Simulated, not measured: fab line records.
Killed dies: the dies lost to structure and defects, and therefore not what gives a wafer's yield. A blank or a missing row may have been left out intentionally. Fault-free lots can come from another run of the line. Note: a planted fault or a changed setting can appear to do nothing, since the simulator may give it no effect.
The tool behind it: which one? ; flow rit-cmos ; 45 wafers sampled from 15 lots at 1 step of a route of 202

== WHAT THE GAUGES READ, wafer by wafer ==
The record holds no reading of a measuring or inspecting step that can be judged against a usual standard deviation.

== WHAT TOOL EACH LOT RAN ON (gives the tool, then ch and the chambers of the sampled wafers, and finally the start) ==
lot;RIT_CONTACT_EXPOSE_05
L871;iline-stepper-01 ch 0, day 3 06:12
L872;iline-stepper-02 ch 0, day 3 08:13
L873;iline-stepper-02 ch 0, day 3 14:36
L875;iline-stepper-02 ch 0, day 4 00:55
L876;iline-stepper-01 ch 0, day 4 04:36
L877;iline-stepper-02 ch 0, day 4 08:18
L878;iline-stepper-01 ch 0, day 4 14:50
L881;iline-stepper-01 ch 0, day 5 05:42
L882;iline-stepper-02 ch 0, day 5 10:56
L883;iline-stepper-02 ch 0, day 5 14:38
L885;iline-stepper-01 ch 0, day 6 01:58
L891;iline-stepper-02 ch 0, day 7 08:32
L892;iline-stepper-02, day 7 11:47
L893;iline-stepper-02, day 7 16:45
L894;iline-stepper-02, day 7 21:22
- RIT_CONTACT_EXPOSE_05: exposes mask M11, target cd 1000 nm.

== AS READ BY THE TOOLS THEMSELVES (means over the sampled wafers that have a number; for cases with no such wafer, the mark the record gives instead) ==
RIT_CONTACT_EXPOSE_05.
lot;tool;exposure-dose-mJ-cm2;focus-offset-nm (nm)
L871;iline-stepper-01;250.27;-0.3
L872;iline-stepper-02;250.02;-0.2
L873;iline-stepper-02;250.16;0.2
L875;iline-stepper-02;250.30;-0.7
L876;iline-stepper-01;250.26;0.2
L877;iline-stepper-02;249.91;0.3
L878;iline-stepper-01;250.54;-0.1
L881;iline-stepper-01;250.36;0.5
L882;iline-stepper-02;250.06;0.6
L883;iline-stepper-02;250.18;0.1
L885;iline-stepper-01;249.63;-1.0
L891;iline-stepper-02;249.52;-0.6
L892;iline-stepper-02;-;-
L893;iline-stepper-02;-;-
L894;iline-stepper-02;-;-

== THE ANSWER, worked out from the rows above alone ==
Rule: what is usual is taken from the lots themselves. Put in order of their means at a reading, lots are off if they are a third of the lots or fewer, leave a main group of 4 or more, and stand apart from it by a gap of 3 or more times the standard deviation of the main group's means; of several such gaps the widest counts. A main group whose means are all the same, to the digits that the tables above print for the reading, isn't used. A lot without any number at a reading at which 4 lots or more have one is off too. Where the step has rows for the other lots, those lots are counted as sound. After the gauges, taken in route order, come the tools' own readings; for these a lot's mean is taken, as printed above. At the first step where some lot is off, the reading lying furthest off is the one used; lots without a number count as furthest.
Off: L892, L893, L894 (RIT_CONTACT_EXPOSE_05, exposure-dose-mJ-cm2). Without a number there: L892, L893, L894. Mean 250.10 and standard deviation 0.28 in the main group.
A tool fits if, at that step or a process step before it, it ran every lot that is off, and no sound lot after the first of them. One candidate fits, namely iline-stepper-02 at RIT_CONTACT_EXPOSE_05. A fault onset in the window from L891 (day 7 08:32, its last sound lot) to L892 (day 7 11:47, its first lot off) fits.
Blank at RIT_CONTACT_EXPOSE_05 on the lots that are off, where sound lots have numbers: exposure-dose-mJ-cm2, focus-offset-nm.

== WHAT THE SIMULATOR HAD PUT IN ==
Step skipped in full: iline-stepper-02, at RIT_CONTACT_EXPOSE_05, from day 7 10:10 onward. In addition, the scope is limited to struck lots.
Lots struck among those shown: L892, L893, L894. The same result came from the rule above.
